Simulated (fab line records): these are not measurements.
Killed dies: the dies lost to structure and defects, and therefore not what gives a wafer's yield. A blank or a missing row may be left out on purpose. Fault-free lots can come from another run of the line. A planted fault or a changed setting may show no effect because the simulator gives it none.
Which tool did it? + flow rit cmos + 7 lots with 21 wafers sampled at 2 steps, on a route of 202 steps

== WHAT THE GAUGES SHOWED, per wafer ==
RIT_WELLDRIVE_RS_MEAS_01: uses a four-point probe to measure.
| lot  | measured    | on            | NWELL_RS (ohm/sq) |
|------|-------------|---------------|-------------------|
| L687 | day 2 10:46 | film metro-02 | 275.1 275.0 275.8 |
| L689 | day 2 19:43 | film metro-02 | 274.3 274.0 274.9 |
| L692 | day 3 10:52 | film metro-02 | 273.2 274.2 274.3 |
| L700 | day 5 02:51 | film metro-01 | 274.7 275.1 276.0 |
| L704 | day 5 21:47 | film metro-01 | 252.6 252.2 252.5 |
| L706 | day 6 08:13 | film metro-01 | 275.7 275.8 276.1 |
| L708 | day 6 18:38 | film metro-04 | 275.1 275.0 275.6 |

== EACH LOT AND THE TOOL THAT RAN IT (in order: tool; ch and the chambers of the sampled wafers; start) ==
| lot  | RIT_WELLDRIVE_ANNEAL_00      |
|------|------------------------------|
| L687 | furnace-03 ch 0, day 2 05:39 |
| L689 | furnace-03 ch 0, day 2 14:35 |
| L692 | furnace-02 ch 0, day 3 05:47 |
| L700 | furnace-02 ch 0, day 4 21:45 |
| L704 | furnace-03 ch 0, day 5 16:42 |
| L706 | furnace-02 ch 0, day 6 03:08 |
| L708 | furnace-02 ch 0, day 6 13:32 |
- RIT_WELLDRIVE_ANNEAL_00: time 14700 s.

== THE ANSWER, worked out from the rows above alone ==
Rule: usual is defined by the lots themselves. Put in order of their means at a reading, lots are off if they are a third of the lots or fewer, leave a main group of 4 or more, and stand apart from it by a gap of 3 or more times the standard deviation of the main group's means; of several such gaps the widest counts. A main group is skipped when, at the precision printed for the reading in the tables above, its means are all equal. Also off: a lot with no number at a reading for which 4 or more lots have one. All remaining lots with rows at the step are treated as sound.
Off: L704, seen at RIT_WELLDRIVE_RS_MEAS_01 (NWELL_RS). The main group: mean 275.0 ohm/sq, standard deviation 0.65.
A tool fits if, at a process step before that reading, it ran every lot that is off, and no sound lot after the first of them. The gauges at RIT_WELLDRIVE_RS_MEAS_01 are tried like those tools. One candidate fits, namely furnace-03 at RIT_WELLDRIVE_ANNEAL_00. A fault onset in the window from L689 (day 2 14:35, its last sound lot) to L704 (day 5 16:42, its first lot off) fits.

== WHAT WAS PUT IN BY THE SIMULATOR ==
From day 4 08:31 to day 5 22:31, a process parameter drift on furnace-03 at RIT_WELLDRIVE_ANNEAL_00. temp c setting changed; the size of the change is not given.
Struck lots among those shown: L704. The rule given above showed the same thing.
